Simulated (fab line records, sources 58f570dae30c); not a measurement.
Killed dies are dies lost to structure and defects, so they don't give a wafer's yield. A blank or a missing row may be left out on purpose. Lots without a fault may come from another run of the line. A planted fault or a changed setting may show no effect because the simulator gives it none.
Which tool did it? | flow berkeley_cmos170 | 10 lots, 30 wafers sampled, at 2 steps of a route of 331

WHAT THE GAUGES READ, wafer by wafer
UCB170_CONTACT_THK_MEAS_02.
lot  | measured     | on            | CONTACT_PSG_THK (nm)
L356 | day 8 10:26  | film_metro-02 | 702 699 705
L355 | day 8 10:25  | film_metro-04 | 704 703 700
L357 | day 9 02:01  | film_metro-04 | 710 711 708
L359 | day 9 02:02  | film_metro-03 | 702 704 708
L360 | day 9 02:41  | film_metro-02 | 697 698 703
L358 | day 9 02:41  | film_metro-04 | 695 698 701
L368 | day 10 10:31 | film_metro-02 | 623 620 617
L367 | day 10 10:30 | film_metro-03 | 632 637 633
L374 | day 12 07:05 | film_metro-03 | 707 712 708
L375 | day 12 08:53 | film_metro-03 | 710 701 702

WHICH TOOL RAN EACH LOT (tool, then ch and the chambers of the sampled wafers, then the start)
lot  | UCB170_CONTACT_CVD_01
L356 | lpcvd-02 ch 1, day 8 08:37
L355 | lpcvd-02 ch 0, day 8 08:37
L357 | lpcvd-01 ch 0, day 9 00:13
L359 | lpcvd-01 ch 0, day 9 00:13
L360 | lpcvd-02 ch 1, day 9 00:54
L358 | lpcvd-02 ch 1, day 9 00:54
L368 | lpcvd-01 ch 1, day 10 08:43
L367 | lpcvd-01 ch 0, day 10 08:43
L374 | lpcvd-02 ch 0, day 12 05:18
L375 | lpcvd-02 ch 0, day 12 07:05
- UCB170_CONTACT_CVD_01: deposits PSG from SiH4/O2/PH3, target thk 700 nm, time 2820 s.

THE ANSWER, worked out from the rows above alone
Rule: what is usual is taken from the lots themselves. Put in order of their means at a reading, lots are off if they are a third of the lots or fewer, leave a main group of 4 or more, and stand apart from it by a gap of 3 or more times the standard deviation of the main group's means; of several such gaps the widest counts. A main group whose means are all the same, to the digits that the tables above print for the reading, isn't used. A lot without any number at a reading at which 4 lots or more have one is off too. The other lots that the step has rows for count as sound.
Off: L368, L367, at UCB170_CONTACT_THK_MEAS_02 (CONTACT_PSG_THK). The main group: mean 704 nm, standard deviation 3.9.
A tool fits if, at a process step before that reading, it ran every lot that is off, and no sound lot after the first of them. The gauges at UCB170_CONTACT_THK_MEAS_02 are tried like those tools. One fits: lpcvd-01 at UCB170_CONTACT_CVD_01. Its last sound lot is L357 (day 9 00:13), its first lot that is off L367 (day 10 08:43): a fault that began between those two fits.

WHAT THE SIMULATOR HAD PUT IN
Process parameter drift: lpcvd-01, from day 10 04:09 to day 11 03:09, at UCB170_CONTACT_CVD_01. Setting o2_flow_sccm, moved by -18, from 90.
Lots struck among those shown: L367, L368. The rule above found the same.
